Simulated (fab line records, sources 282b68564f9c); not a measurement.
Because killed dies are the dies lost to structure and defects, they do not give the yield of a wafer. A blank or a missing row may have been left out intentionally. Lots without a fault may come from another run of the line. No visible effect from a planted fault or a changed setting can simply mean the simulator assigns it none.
Struck lot and sound lot, side by side + flow rit cmos + 18 out of 202 route steps
Sound: the wafers L516.2, L516.3, L516.4. The struck wafers were L521.1, L521.2, L521.5. The cause comes at the end.
Order at every step that has rows: each side's tool, ch and its chambers, its first start. Under that, the readings that differ: sound wafers + struck wafers + difference of the means + sigmas: that difference in standard deviations of wafers without a fault.
alike: readings with means less than 2 such deviations apart, plus words and numbers identical on both sides. not compared: withheld readings, readings lacking a value on some wafer, bounds such as >300 that could conceal the same value, and numbers that have no deviation in the record and whose values overlap.
The two part at a step that has a row with sigmas, a row that says differs or no value, or rows on one side only. Numbers that have no deviation but don't overlap get no sigmas and don't part them. A reading missing from all wafers of one side parts the sides only when that side holds two or more wafers.

first, 2 steps without rows for these wafers: RIT_ACTIVE_CLEAN_17 (cleans in SC2, time 600 s); RIT_FOX1_OXIDATION_00 (target thk 350.7 nm, ox time 1130 s).
RIT_FOX1_THK_MEAS_01:
  sound: film metro-02 at day 1 21:50; struck: film metro-03 at day 3 01:14
  alike: FOX1_OXIDE_THK
then, 2 steps without rows for these wafers: RIT_FOX1_WET_ETCH_02 (etches SiO2 in BOE, target depth 350 nm, time 390 s); RIT_FOX2_OXIDATION_00 (target thk 350.7 nm, ox time 1130 s).
RIT_FOX2_THK_MEAS_01:
  sound: film metro-03 at day 1 23:21; struck: film metro-02 at day 3 02:44
  alike: FOX2_OXIDE_THK
then, 2 steps without rows for these wafers: RIT_FOX2_CLEAN_02 (cleans in dHF, time 176.3 s); RIT_FOX2_WET_ETCH_03 (etches Si3N4 in H3PO4, target depth 195 nm, time 2700 s).
RIT_FOX2_THK_MEAS_90:
  sound: film metro-03 at day 2 00:13; struck: film metro-02 at day 3 03:37
  alike: FIELD_OXIDE_LEFT_1_THK
then, 3 steps without rows for these wafers: RIT_NWELL_HMDS_00 (prime time 60 s); RIT_NWELL_COAT_01 (resist thk 1300 nm); RIT_NWELL_SOFTBAKE_02 (time 60 s).
RIT_NWELL_EXPOSE_03: exposes mask M2, target cd 43900 nm.
  sound on iline stepper-02 ch 0, day 2 00:52; struck on iline stepper-02 ch 0, day 3 04:08
| reading                       | sound                | struck            | difference | sigmas |
|-------------------------------|----------------------|-------------------|------------|--------|
| model.NWELL.overlay x nm (nm) | 0.5175 0.5175 0.5175 | 5.757 5.757 5.757 | +5.239     |        |
  alike: mask
then, 2 steps without rows for these wafers: RIT_NWELL_PEB_04; RIT_NWELL_DEVELOP_05 (develop time 68 s).
RIT_NWELL_OVL_MEAS_06:
  sound: overlay-01 at day 2 01:17; struck: overlay-02 at day 3 04:34
  alike: NWELL_OVL
then, 1 step without rows for these wafers: RIT_NWELL_HARDBAKE_07 (time 120 s).
RIT_M1_PROBE_99:
  sound: prober-02 at day 3 17:28; struck: prober-01 at day 4 17:35
  alike: killed_at_M0_to_M3, killed at contacts, killed at front end, killed dies, killed open, killed short

## WHERE THEY PART
Nowhere in this record.

WHY: the cause the simulator had injected
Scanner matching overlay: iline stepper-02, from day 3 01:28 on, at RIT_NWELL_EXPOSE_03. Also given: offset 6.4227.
